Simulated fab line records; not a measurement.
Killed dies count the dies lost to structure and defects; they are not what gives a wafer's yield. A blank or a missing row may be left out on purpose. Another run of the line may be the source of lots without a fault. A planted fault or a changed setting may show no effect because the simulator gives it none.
Which tool did it? | flow rit_cmos | 24 wafers from 8 lots sampled at 2 of the route's 202 steps

== WHAT EACH GAUGE READ, for each wafer ==
RIT_NWELL_OVL_MEAS_06.
lot  | measured    | on         | NWELL_OVL (nm)
L424 | day 2 05:39 | overlay-01 | -0.6 -1.5 0.4
L428 | day 3 00:39 | overlay-02 | -1.7 -1.4 -2.4
L430 | day 3 12:48 | overlay-02 | 0.1 -1.8 -2.2
L431 | day 3 20:11 | overlay-01 | -2.2 -2.2 -2.3
L438 | day 5 06:00 | overlay-02 | - - - - - -
L440 | day 5 13:20 | overlay-01 | - - - - - -
L442 | day 5 23:31 | overlay-02 | -0.9 -2.1 -2.3
L445 | day 6 13:52 | overlay-01 | -1.0 -0.7 0.3

== EACH LOT AND THE TOOL THAT RAN IT (in order: tool; ch and the chambers of the sampled wafers; start) ==
lot  | RIT_NWELL_EXPOSE_03
L424 | iline_stepper-02 ch 0, day 2 05:13
L428 | iline_stepper-02 ch 0, day 3 00:12
L430 | iline_stepper-01 ch 0, day 3 12:22
L431 | iline_stepper-01 ch 0, day 3 19:45
L438 | iline_stepper-01 ch 0, day 5 05:34
L440 | iline_stepper-01 ch 0, day 5 12:56
L442 | iline_stepper-02 ch 0, day 5 23:04
L445 | iline_stepper-02 ch 0, day 6 13:28
- RIT_NWELL_EXPOSE_03: exposes mask M2, target cd 43900 nm.

== THE ANSWER, worked out from the rows above alone ==
Rule: the usual values come from the lots themselves. The widest of any qualifying gaps counts: lots, ordered by their means at a reading, are off when they make up no more than a third of the lots, leave a main group of 4 or more, and stand apart from it by 3 or more times the standard deviation of that group's means. Not used: any main group whose means are identical at the precision the tables above print for the reading. Also off: a lot with no number at a reading for which 4 or more lots have one. Any other lot the step has rows for is counted as sound.
Off: at RIT_NWELL_OVL_MEAS_06 (NWELL_OVL), L438, L440. Without a number there: L438, L440. For the main group the mean is -1.4 nm and the standard deviation 0.66.
A tool fits if, at a process step before that reading, it ran every lot that is off, and no sound lot after the first of them. Those tools and the gauges at RIT_NWELL_OVL_MEAS_06 are tried in the same way. One fits: RIT_NWELL_EXPOSE_03 on iline_stepper-01. Its last sound lot is L431 (day 3 19:45), its first lot that is off L438 (day 5 05:34): a fault that began between those two fits.

== WHAT WAS PUT IN BY THE SIMULATOR ==
Scanner matching overlay: iline_stepper-01, from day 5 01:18 on, at RIT_NWELL_EXPOSE_03. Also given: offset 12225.
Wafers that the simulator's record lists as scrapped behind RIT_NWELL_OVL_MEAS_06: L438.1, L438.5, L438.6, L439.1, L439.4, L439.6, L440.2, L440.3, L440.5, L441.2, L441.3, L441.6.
Struck lots among those shown: L438, L440. The same result came from the rule above.
